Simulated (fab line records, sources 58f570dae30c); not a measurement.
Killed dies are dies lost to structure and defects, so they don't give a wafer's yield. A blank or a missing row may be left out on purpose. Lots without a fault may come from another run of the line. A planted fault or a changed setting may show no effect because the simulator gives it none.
A struck lot beside a sound one | flow berkeley_cmos170 | 26 steps out of a route of 331
Sound: wafers L952.1, L952.4, L952.6. Struck: wafers L939.1, L939.2, L939.5. The cause comes at the end.
At each step with rows: each side's tool, then ch and its chambers, then its first start. Under that, the readings that differ: sound wafers | struck wafers | difference of the means | sigmas: that difference in standard deviations of wafers without a fault.
alike: readings whose means differ by less than 2 such deviations, and words and numbers that are the same on both sides. not compared: withheld readings, readings that some wafer has no value for, bounds like >300 that may hide the same value, and numbers for which the record gives no deviation and whose values overlap.
The two part at a step that has a row with sigmas, a row that says differs or no value, or rows on one side only. Numbers that don't overlap but have no deviation are shown without sigmas and don't part them. A reading that every wafer of one side lacks parts them only if that side has two wafers or more.

first, 1 step without rows for these wafers: UCB170_PSD_IMPLANT_08.
UCB170_PSD_STRIP_09: strips in O2.
  sound on plasma_asher-02 ch 0,1, day 10 13:28; struck on plasma_asher-01 ch 0,1, day 7 09:45
  reading                      | sound             | struck            | difference | sigmas
  drypump_motor_current_A (A)  | 4.9 5.7 4.9       | 6.3 6.1 6.3       | +1.1       | +2
  strip_time_to_endpoint_s (s) | 29.38 29.46 29.37 | 29.55 29.55 29.60 | +0.16      | +2
  alike: oes_product_au
  not compared: rf_hours_counter_h
UCB170_PSD_TW_MEAS_10:
  sound on film_metro-01, day 10 13:34; struck on film_metro-02, day 7 09:51
  reading | sound          | struck         | difference | sigmas
  PSD_TW  | 2304 2317 2297 | 2359 2377 2374 | +64        | +3
then, 7 steps without rows for these wafers: UCB170_PSD_CLEAN_11 (cleans in SPM, time 600 s); UCB170_NSD_HMDS_00 (prime time 60 s); UCB170_NSD_COAT_01 (resist thk 900 nm); UCB170_NSD_SOFTBAKE_02 (time 60 s); UCB170_NSD_EXPOSE_03 (exposes mask NSELECT MOD, target cd 1200 nm); UCB170_NSD_PEB_04; UCB170_NSD_DEVELOP_05 (develop time 45 s).
UCB170_NSD_CD_MEAS_06: target cd 1200 nm.
  sound on cd_sem-01, day 10 14:57; struck on cd_sem-02, day 7 11:16
  alike: cd_nm
UCB170_NSD_OVL_MEAS_07:
  sound on overlay-02, day 10 15:04; struck on overlay-01, day 7 11:23
  alike: NSD_OVL
UCB170_NSD_IMPLANT_08:
  sound on implanter-03 ch 0, day 10 15:06; struck on implanter-04 ch 0, day 7 11:44
UCB170_NSD_STRIP_09: strips in O2.
  sound on plasma_asher-04 ch 0,1, day 10 15:15; struck on plasma_asher-02 ch 0,1, day 7 11:53
  reading                      | sound             | struck            | difference | sigmas
  oes_product_au (a.u.)        | 0.535 0.534 0.533 | 0.488 0.494 0.487 | -0.044     | -10
  strip_time_to_endpoint_s (s) | 35.78 35.86 35.82 | 42.84 42.83 42.88 | +7.03      | +81
  alike: drypump_motor_current_A
  not compared: rf_hours_counter_h
UCB170_NSD_TW_MEAS_10:
  sound on film_metro-02, day 10 15:21; struck on film_metro-03, day 7 12:13
  reading | sound          | struck         | difference | sigmas
  NSD_TW  | 4169 4184 4163 | 4366 4380 4385 | +205       | +6
then, 4 steps without rows for these wafers: UCB170_NSD_CLEAN_11 (cleans in SPM, time 600 s); UCB170_BACKSIDE_HMDS_00 (prime time 60 s); UCB170_BACKSIDE_COAT_01 (resist thk 900 nm); UCB170_BACKSIDE_SOFTBAKE_02 (time 60 s).
UCB170_BACKSIDE_STRIP_03: strips in O2.
  sound on plasma_asher-01 ch 1, day 10 16:05; struck on plasma_asher-04 ch 0,1, day 7 23:52
  alike: drypump_motor_current_A, oes_product_au, strip_time_to_endpoint_s
  not compared: rf_hours_counter_h
then, 1 step without rows for these wafers: UCB170_BACKSIDE_CLEAN_04 (cleans in SPM, time 600 s).
UCB170_SDANNEAL_RTA_00: time 10 s.
  sound on rtp_anneal-02 ch 0, day 10 16:22; struck on rtp_anneal-01 ch 0, day 8 00:19
  alike: chamber_o2_ppm, lamp_power_pct, wafer_temp_C_max
UCB170_SDANNEAL_RTA_01: time 5 s.
  sound on rtp_anneal-02 ch 0, day 10 16:26; struck on rtp_anneal-01 ch 0, day 8 00:23
  reading            | sound          | struck         | difference | sigmas
  lamp_power_pct (%) | 37.6 37.5 37.5 | 40.6 40.6 40.6 | +3.1       | +2
  alike: chamber_o2_ppm, wafer_temp_C_max
UCB170_SDANNEAL_RS_MEAS_02: measures by four-point-probe.
  sound on film_metro-03, day 10 16:29; struck on film_metro-03, day 8 00:27
  reading         | sound          | struck         | difference | sigmas
  PSD_RS (ohm/sq) | 76.0 75.9 76.0 | 75.0 75.2 75.2 | -0.8       | -3
UCB170_SDANNEAL_RS_MEAS_03: measures by four-point-probe.
  sound on film_metro-03, day 10 16:37; struck on film_metro-03, day 8 00:52
  reading         | sound             | struck            | difference | sigmas
  NSD_RS (ohm/sq) | 37.36 37.31 37.30 | 30.25 30.25 30.28 | -7.06      | -74
then, 1 step without rows for these wafers: UCB170_M3_PROBE_99.

WHERE THEY PART
First at UCB170_PSD_STRIP_09; last, within this record, at UCB170_SDANNEAL_RS_MEAS_03.

WHY: what the simulator had put in
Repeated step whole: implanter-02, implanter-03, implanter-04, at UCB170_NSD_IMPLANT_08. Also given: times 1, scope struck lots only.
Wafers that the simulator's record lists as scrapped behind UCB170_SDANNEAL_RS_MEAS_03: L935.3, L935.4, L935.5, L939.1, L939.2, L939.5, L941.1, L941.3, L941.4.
